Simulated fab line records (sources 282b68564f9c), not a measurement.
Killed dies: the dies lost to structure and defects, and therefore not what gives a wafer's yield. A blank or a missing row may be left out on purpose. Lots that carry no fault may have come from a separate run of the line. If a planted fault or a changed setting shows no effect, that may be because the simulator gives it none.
fab line records	flow ritCmos
record: lots: 5	wafers: 15	lastDay: 8
route steps=202 shown PSD@150 SDANNEAL@153 NSD@158 PLDD@159 NLDD@160 SILICIDE@161 M1@202
lots untouched by any fault: they come from a run of this same line in which no faults occurred
startH: start of the lot's first displayed wafer, in hours after the record's first day	waitH: time in hours since the lot's previous step	" the same as in the row above	L1.1+2: a single row standing in for several wafers	- no value, or no start given	* or withheld: withheld	< > ~ a bound
route shown NAME@n: NAME is a module with steps in the file, n the number in the route of the first one	usual: the fault-free wafers' mean and standard deviation	same: alike in all rows	chamber/n: place in a boat	sites: readings site by site	_std_site: how widely they spread, as a standard deviation	_edge_site: inner sites' mean taken away from outer sites' mean	radiusMm: how far each site lies from the wafer's centre	mask NAME#n: copy n	behind: tool/chamber where the wafer was last shaped	hold: why the lot went on hold/how many hours it stayed there/how the hold came to an end	device: names the non-switching transistor (n, p or np)	end of line: at the end of the route, the tests of the same wafers	where a step has no rows: the recipe by itself	killed: the dies lost at the first sort to structure and to defects; this is not the yield of the wafer	map: dies across one wafer; x = killed, . = not, _ = none there
set.NAME: the setting the step ran with; set.NAME@STEP: the setting that earlier step ran with	model.NAME: the simulator's own value behind a step, which no gauge read
a table for each step, a row for each wafer; lots at some steps of the route
services: when a tool's chamber went out of use (startH, in hours from the record's first day, below 0 if earlier), for how many hours, and the reason
== steps ==
step: RIT_PSD_IMPLANT_08
recipe: species: BF2	energyKev: 27	doseCm2: 5e+15	tiltDeg: 6.82
step: RIT_PSD_STRIP_09
recipe: chemistry: O2	timeS: 180	resist: NOVOLAK	platenTempC: withheld	powerW: 500	pressureMtorr: 4000	o2FlowSccm: 4000
usual: drypumpMotorCurrentA: 5.7/0.5
lot.wafer	tool	chamber	startH	waitH	drypumpMotorCurrentA	rfHoursCounterH
L764.1	plasmaAsher-02	0	93.01	0.1	6.3	31
L764.4	"	0	"	"	6.2	-
L764.5	"	0	"	"	6.2	-
L774.1	plasmaAsher-02	1	145.14	0.1	5.6	37
L774.3	"	0	"	"	6.2	-
L774.5	"	0	"	"	6.3	-
L775.1	plasmaAsher-03	1	152.98	0.1	5.6	53
L775.3	"	0	"	"	5.3	-
L775.5	"	1	"	"	5.6	-
L778.2	plasmaAsher-01	0	168.57	0.1	6.5	4
L778.3	"	1	"	"	5.0	-
L778.4	"	0	"	"	6.6	-
L779.2	plasmaAsher-01	0	180.54	0.1	6.6	5
L779.3	"	1	"	"	5.0	-
L779.5	"	0	"	"	6.6	-
step: RIT_PSD_TW_MEAS_10
usual: PSD_TW: 3434/23
lot.wafer	tool	chamber	startH	waitH	PSD_TW
L764.1	filmMetro-04	-	93.18	0.1	3415
L764.4	"	-	"	"	3417
L764.5	"	-	"	"	3417
L774.1	filmMetro-04	-	145.31	0.1	3417
L774.3	"	-	"	"	3431
L774.5	"	-	"	"	3417
L775.1	filmMetro-01	-	153.15	0.1	3402
L775.3	"	-	"	"	3402
L775.5	"	-	"	"	3413
L778.2	filmMetro-01	-	168.76	0.1	3403
L778.3	"	-	"	"	3423
L778.4	"	-	"	"	3420
L779.2	filmMetro-01	-	180.73	0.1	3427
L779.3	"	-	"	"	3397
L779.5	"	-	"	"	3416
step: RIT_SDANNEAL_CLEAN_00
recipe: chemistry: SC1	mix: 3:3:50	timeS: 600	tempC: 75
step: RIT_SDANNEAL_CLEAN_01
recipe: chemistry: dHF	dilution: 50:1	timeS: 30
step: RIT_SDANNEAL_CLEAN_02
recipe: chemistry: SC2	mix: 3:3:50	timeS: 600	tempC: 75	dry: n2Spin
step: RIT_SDANNEAL_RTA_03
recipe: tempC: 1050	timeS: 5	idleTempC: 600	rampUpCPerS: 342	rampDownCPerS: 171	coolToC: 600	ambient: N2
usual: annealTempCMax: 1054.4/0.91	wafer_temp_C_max: 1053.4/0.98
lot.wafer	tool	chamber	startH	waitH	annealTempCMax	wafer_temp_C_max
L764.1	rtpAnneal-02	0	93.61	0.0	1054.4	1053.7
L764.4	"	0	"	"	1054.7	1052.4
L764.5	"	0	"	"	1055.6	1053.7
L774.1	rtpAnneal-02	0	145.77	0.0	1053.2	1051.1
L774.3	"	0	"	"	1055.0	1053.6
L774.5	"	0	"	"	1055.7	1053.6
L775.1	rtpAnneal-01	0	153.60	0.0	1054.0	1054.2
L775.3	"	0	"	"	1054.8	1052.8
L775.5	"	0	"	"	1054.1	1053.1
L778.2	rtpAnneal-02	0	169.19	0.0	1055.4	1054.1
L778.3	"	0	"	"	1055.1	1051.9
L778.4	"	0	"	"	1054.4	1051.0
L779.2	rtpAnneal-01	0	181.16	0.0	1054.0	1054.5
L779.3	"	0	"	"	1054.3	1053.6
L779.5	"	0	"	"	1053.4	1054.0
step: RIT_SDANNEAL_RS_MEAS_04
recipe: thkMeasGauge: four-point-probe
usual: PSD_RS: 115.93/0.26
lot.wafer	tool	chamber	startH	waitH	PSD_RS[ohm/sq]
L764.1	filmMetro-04	-	93.67	0.0	115.92
L764.4	"	-	"	"	116.00
L764.5	"	-	"	"	115.87
L774.1	filmMetro-01	-	145.83	0.0	116.03
L774.3	"	-	"	"	115.80
L774.5	"	-	"	"	116.00
L775.1	filmMetro-01	-	153.66	0.0	116.00
L775.3	"	-	"	"	116.02
L775.5	"	-	"	"	115.88
L778.2	filmMetro-02	-	169.25	0.1	115.75
L778.3	"	-	"	"	115.56
L778.4	"	-	"	"	115.90
L779.2	filmMetro-04	-	181.22	0.1	116.00
L779.3	"	-	"	"	115.81
L779.5	"	-	"	"	115.92
step: RIT_SDANNEAL_RS_MEAS_05
recipe: thkMeasGauge: four-point-probe
usual: NSD_RS: 83.68/0.24
lot.wafer	tool	chamber	startH	waitH	NSD_RS[ohm/sq]
L764.1	filmMetro-04	-	93.79	0.1	84.01
L764.4	"	-	"	"	83.86
L764.5	"	-	"	"	83.81
L774.1	filmMetro-01	-	145.95	0.1	84.01
L774.3	"	-	"	"	83.79
L774.5	"	-	"	"	83.71
L775.1	filmMetro-01	-	153.78	0.1	83.93
L775.3	"	-	"	"	83.99
L775.5	"	-	"	"	83.78
L778.2	filmMetro-02	-	169.37	0.1	83.66
L778.3	"	-	"	"	83.81
L778.4	"	-	"	"	83.90
L779.2	filmMetro-04	-	181.34	0.1	83.77
L779.3	"	-	"	"	83.95
L779.5	"	-	"	"	83.81
step: RIT_SDANNEAL_RS_MEAS_06
recipe: thkMeasGauge: four-point-probe
usual: PLDD_RS: 177.5/0.44
lot.wafer	tool	chamber	startH	waitH	PLDD_RS[ohm/sq]
L764.1	filmMetro-04	-	93.91	0.1	177.5
L764.4	"	-	"	"	177.5
L764.5	"	-	"	"	177.0
L774.1	filmMetro-01	-	146.07	0.1	177.9
L774.3	"	-	"	"	177.0
L774.5	"	-	"	"	177.8
L775.1	filmMetro-01	-	153.90	0.1	177.6
L775.3	"	-	"	"	177.6
L775.5	"	-	"	"	177.4
L778.2	filmMetro-02	-	169.49	0.1	177.0
L778.3	"	-	"	"	177.2
L778.4	"	-	"	"	177.0
L779.2	filmMetro-04	-	181.46	0.1	177.2
L779.3	"	-	"	"	177.7
L779.5	"	-	"	"	177.1
step: RIT_SDANNEAL_RS_MEAS_07
recipe: thkMeasGauge: four-point-probe
usual: NLDD_RS: 151.7/0.53
lot.wafer	tool	chamber	startH	waitH	NLDD_RS[ohm/sq]
L764.1	filmMetro-04	-	94.03	0.1	150.8
L764.4	"	-	"	"	151.1
L764.5	"	-	"	"	150.5
L774.1	filmMetro-01	-	146.19	0.1	152.1
L774.3	"	-	"	"	152.0
L774.5	"	-	"	"	151.8
L775.1	filmMetro-01	-	154.02	0.1	152.4
L775.3	"	-	"	"	152.6
L775.5	"	-	"	"	152.3
L778.2	filmMetro-02	-	169.61	0.1	151.8
L778.3	"	-	"	"	151.8
L778.4	"	-	"	"	152.0
L779.2	filmMetro-04	-	181.58	0.1	152.0
L779.3	"	-	"	"	152.3
L779.5	"	-	"	"	152.3
step: RIT_SILICIDE_WET_ETCH_00
recipe: chemistry: BOE	target: SiO2	targetDepthNm: 14	timeS: 15	dry: n2Spin	dilution: 10:1	tempC: 21.5
step: RIT_SILICIDE_SPUTTER_01
recipe: material: Ti	targetThkNm: 30	powerW: 350	chamberPressurePa: 0.667	gas: Ar	timeS: 234.8	substrateTempC: 25
usual: throttleValvePct: 29.4/1.2
lot.wafer	tool	chamber	startH	waitH	throttleValvePct	model.Ti_of_SILICIDE_SPUTTER_01.thkNm
L764.1	pvdSputter-02	-	94.16	0.0	29.0	29.94
L764.4	"	-	"	"	29.9	42.73
L764.5	"	-	"	"	30.9	29.51
L774.1	pvdSputter-02	-	146.32	0.0	30.0	28.75
L774.3	"	-	"	"	28.8	28.8
L774.5	"	-	"	"	27.2	28.82
L775.1	pvdSputter-03	-	154.15	0.0	29.8	29.32
L775.3	"	-	"	"	30.8	29.56
L775.5	"	-	"	"	30.9	29.43
L778.2	pvdSputter-02	-	169.73	0.0	28.8	29.15
L778.3	"	-	"	"	30.1	28.52
L778.4	"	-	"	"	30.6	29.09
L779.2	pvdSputter-04	-	181.70	0.0	29.8	29
L779.3	"	-	"	"	29.6	29.18
L779.5	"	-	"	"	29.6	29.34
step: RIT_SILICIDE_RS_MEAS_02
recipe: thkMeasGauge: four-point-probe	reads: Ti_of_SILICIDE_SPUTTER_01
usual: SILICIDE_TI_RS: 49.6/0.7
lot.wafer	tool	chamber	startH	waitH	SILICIDE_TI_RS[ohm/sq]
L764.1	filmMetro-03	-	94.31	0.1	48.1
L764.4	"	-	"	"	30.9
L764.5	"	-	"	"	48.9
L774.1	filmMetro-02	-	146.47	0.1	50.5
L774.3	"	-	"	"	50.4
L774.5	"	-	"	"	50.3
L775.1	filmMetro-03	-	154.30	0.1	49.4
L775.3	"	-	"	"	48.8
L775.5	"	-	"	"	49.2
L778.2	filmMetro-04	-	169.90	0.1	49.7
L778.3	"	-	"	"	51.1
L778.4	"	-	"	"	49.7
L779.2	filmMetro-03	-	181.87	0.1	50.0
L779.3	"	-	"	"	49.7
L779.5	"	-	"	"	49.3
step: RIT_SILICIDE_THK_MEAS_03
recipe: thkMeasGauge: xrf	reads: Ti_of_SILICIDE_SPUTTER_01
usual: SILICIDE_TI_THK: 28.9/0.41
lot.wafer	tool	chamber	startH	waitH	SILICIDE_TI_THK[nm]
L764.1	filmMetro-03	-	94.43	0.1	29.9
L764.4	"	-	"	"	42.7
L764.5	"	-	"	"	29.5
L774.1	filmMetro-02	-	146.59	0.1	28.3
L774.3	"	-	"	"	28.3
L774.5	"	-	"	"	28.4
L775.1	filmMetro-03	-	154.42	0.1	29.1
L775.3	"	-	"	"	29.3
L775.5	"	-	"	"	29.2
L778.2	filmMetro-04	-	170.01	0.1	28.7
L778.3	"	-	"	"	28.1
L778.4	"	-	"	"	28.6
L779.2	filmMetro-03	-	181.98	0.1	28.7
L779.3	"	-	"	"	29.0
L779.5	"	-	"	"	28.9
step: RIT_SILICIDE_RTA_04
recipe: tempC: 650	timeS: 10	idleTempC: 25	rampUpS: 5	rampDownS: 5	coolToC: 25	ambient: N2
usual: annealTempCMax: 652.7/0.55	wafer_temp_C_max: 652.9/0.55
lot.wafer	tool	chamber	startH	waitH	annealTempCMax	wafer_temp_C_max
L764.1	rtpAnneal-01	0	94.49	0.1	651.9	651.9
L764.4	"	0	"	"	652.4	652.6
L764.5	"	0	"	"	652.8	652.2
L774.1	rtpAnneal-01	0	146.65	0.1	653.0	654.1
L774.3	"	0	"	"	652.8	654.1
L774.5	"	0	"	"	651.9	653.4
L775.1	rtpAnneal-02	0	154.48	0.1	652.9	652.4
L775.3	"	0	"	"	653.6	653.6
L775.5	"	0	"	"	652.9	652.7
L778.2	rtpAnneal-01	0	170.07	0.1	652.2	653.4
L778.3	"	0	"	"	652.7	653.3
L778.4	"	0	"	"	652.2	653.2
L779.2	rtpAnneal-02	0	182.04	0.1	652.4	652.9
L779.3	"	0	"	"	653.5	653.1
L779.5	"	0	"	"	653.3	653.0
step: RIT_M1_PROBE_99
usual: killedAtContacts: 0.1/0.24	killedAtFrontEnd: 6.7/2.9	killedDies: 6.8/2.9	killedOpen: 3.5/2	killedShort: 3.2/1.9
same: grossDies: 264	killed_at_M0_to_M3: 0	killed_at_M4_up: 0	killedAtBackSide: 0	killedAtOther: 0
lot.wafer	tool	chamber	startH	waitH	killedAtContacts	killedAtFrontEnd	killedDies	killedOpen	killedShort	model.etest.nmos_0p3.rOnOhmUm	model.etest.nmos_0p15.rOnOhmUm	model.etest.npolyLine.lineOhmUm	model.etest.contactPplus.endOhmUm	model.etest.ppolyLine.lineOhmUm	model.etest.contactNplus.endOhmUm	model.etest.ppolyLine.widthNm	model.etest.npolyLine.widthNm
L764.1	prober-02	-	101.37	0.1	0	2	2	1	1	2199	1168	162.2	45.01	153.4	40.52	107.4	106.8
L764.4	prober-02	-	101.52	0.2	0	5	5	3	2	2213	1190	135.9	65.71	131.9	59.02	101.2	100.6
L764.5	prober-02	-	101.57	0.2	0	5	5	2	3	2175	1153	160.4	43	151.6	39.42	108.1	107.9
L774.1	prober-01	-	153.36	0.1	0	2	2	1	1	2223	1153	160.7	44.1	154.7	39.41	109.9	108.7
L774.3	prober-01	-	153.46	0.2	0	8	8	4	4	2227	1211	158.6	43.32	153.5	39.13	110.2	109.3
L774.5	prober-01	-	153.56	0.2	0	3	3	3	0	2186	1153	162.7	43.22	156.3	40.24	108.3	107.3
L775.1	prober-02	-	161.13	0.1	1	10	11	5	6	2224	1170	170.5	43.33	166.9	39.5	102.6	101.7
L775.3	prober-02	-	161.23	0.2	0	11	11	5	6	2206	1164	164.1	42.19	158.9	41.55	104.2	103.7
L775.5	prober-02	-	161.33	0.2	0	7	7	5	2	2200	1168	170	43.86	162.4	41.22	103.8	102
L778.2	prober-01	-	176.64	0.1	0	9	9	4	4	2159	1120	160.2	43.73	156.8	40.25	107.5	105.8
L778.3	prober-01	-	176.69	0.2	0	11	11	6	5	2181	1136	165.3	43.69	157.9	39.42	106.4	105.8
L778.4	prober-01	-	176.74	0.2	0	11	11	2	7	2205	1188	165.1	42.61	157.5	41.03	106	105.7
L779.2	prober-02	-	188.74	0.1	0	4	4	3	1	2142	1160	169.6	42.37	162.3	40.15	103.8	103.3
L779.3	prober-02	-	188.79	0.2	0	7	7	4	3	2124	1139	160.2	41.86	154.4	39.25	107.3	106.4
L779.5	prober-02	-	188.89	0.2	0	6	6	5	1	2123	1133	167.8	42.22	161.1	40.22	103.4	103.5
killed by level:class
L764.1 FOX2:geometricParticle:short=1 SPACER:geometricParticle:open=1
L764.4 SPACER:geometricParticle:open=2 FOX1:geometricParticle:short=1 FOX2:geometricParticle:open=1 REOX:geometricParticle:short=1
L764.5 SPACER:geometricParticle:short=2 GATE:geometricParticle:open=1 REOX:geometricParticle:short=1 SILICIDE:geometricParticle:open=1
L774.1 SPACER:geometricParticle:short=1 SPACER:geometricParticle:open=1
L774.3 GATE:geometricParticle:short=2 SPACER:geometricParticle:open=2 SPACER:geometricParticle:short=2 FOX2:geometricParticle:open=1 REOX:geometricParticle:open=1
L774.5 FOX1:geometricParticle:open=3
L775.1 GATE:geometricParticle:short=4 FOX1:geometricParticle:open=2 FOX2:geometricParticle:open=1 SPACER:geometricParticle:open=1 SILICIDE:geometricParticle:short=1 SILICIDE:geometricParticle:open=1 CONTACT:geometricParticle:short=1
L775.3 FOX1:geometricParticle:open=2 FOX1:geometricParticle:short=2 FOX2:geometricParticle:open=2 GATE:geometricParticle:short=2 FOX2:geometricParticle:short=1 GATE:geometricParticle:open=1 SILICIDE:geometricParticle:short=1
L775.5 GATE:geometricParticle:open=4 SPACER:geometricParticle:short=2 REOX:geometricParticle:open=1
L778.2 GATE:geometricParticle:open=2 FOX1:geometricParticle:open=1 FOX1:geometricParticle:short=1 FOX2:geometricParticle:open=1 GATE:geometricParticle:short=1 REOX:geometricParticle:short=1 SPACER:geometricParticle:short=1 PLDD:coatMicrobubblePrinted=1
L778.3 SILICIDE:geometricParticle:open=3 SILICIDE:geometricParticle:short=3 GATE:geometricParticle:short=2 GATE:geometricParticle:open=2 FOX1:geometricParticle:open=1
L778.4 FOX1:geometricParticle:short=2 REOX:geometricParticle:short=2 ACTIVE:coatMicrobubblePrinted=2 GATE:geometricParticle:short=1 GATE:geometricParticle:open=1 SPACER:geometricParticle:short=1 SILICIDE:geometricParticle:short=1 SILICIDE:geometricParticle:open=1
L779.2 SPACER:geometricParticle:open=2 FOX1:geometricParticle:open=1 REOX:geometricParticle:short=1
L779.3 SILICIDE:geometricParticle:open=2 FOX1:geometricParticle:open=1 FOX1:geometricParticle:short=1 FOX2:geometricParticle:short=1 GATE:geometricParticle:short=1 GATE:geometricParticle:open=1
L779.5 GATE:geometricParticle:open=3 FOX1:geometricParticle:open=1 FOX2:geometricParticle:open=1 SILICIDE:geometricParticle:short=1
== services ==
tool	chamber	startH	hours	kind
plasmaAsher-01	-	108.75	9.0	pm
plasmaAsher-01	0	108.75	9.0	ventCycle
plasmaAsher-01	1	108.75	9.0	ventCycle
plasmaAsher-01	0	117.75	-	clean
plasmaAsher-01	1	117.75	-	clean
plasmaAsher-01	-	119.94	4.3	repair
== key ==
firstSign: step: RIT_SILICIDE_RS_MEAS_02	reading: SILICIDE_TI_RS	direction: down	sigmas: 27	usual: 49.6	struck: 30.9
effect: step: RIT_SILICIDE_THK_MEAS_03	reading: SILICIDE_TI_THK	direction: up	sigmas: 34	usual: 28.9	struck: 42.7
modelEffect: step: RIT_SILICIDE_SPUTTER_01	value: Ti_of_SILICIDE_SPUTTER_01.thkNm	without: 29.52	struck: 42.73
modelEffect: step: RIT_M1_PROBE_99	value: etest.nmos_0p3.rOnOhmUm	without: 2153	struck: 2213
metAt RIT_SILICIDE_SPUTTER_01
struckWafers L764.4
testerLeftOut L764
fault: kind: processParameterDrift	tool: pvdSputter-02	chamber: -	onsetH: 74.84	steps: RIT_SILICIDE_SPUTTER_01	channel: targetThkNm	offset: 13.5	shape: step	endH: 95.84	stated: 30	scope: struckWafersOnly
testerLeftOut: of these lots the tester's yield and bins aren't shown, on N5 and GAA mostly nor the transistor test; their killed dies are dies lost to structure and defects alone, not to doping, threshold or leakage, so they don't give the yield
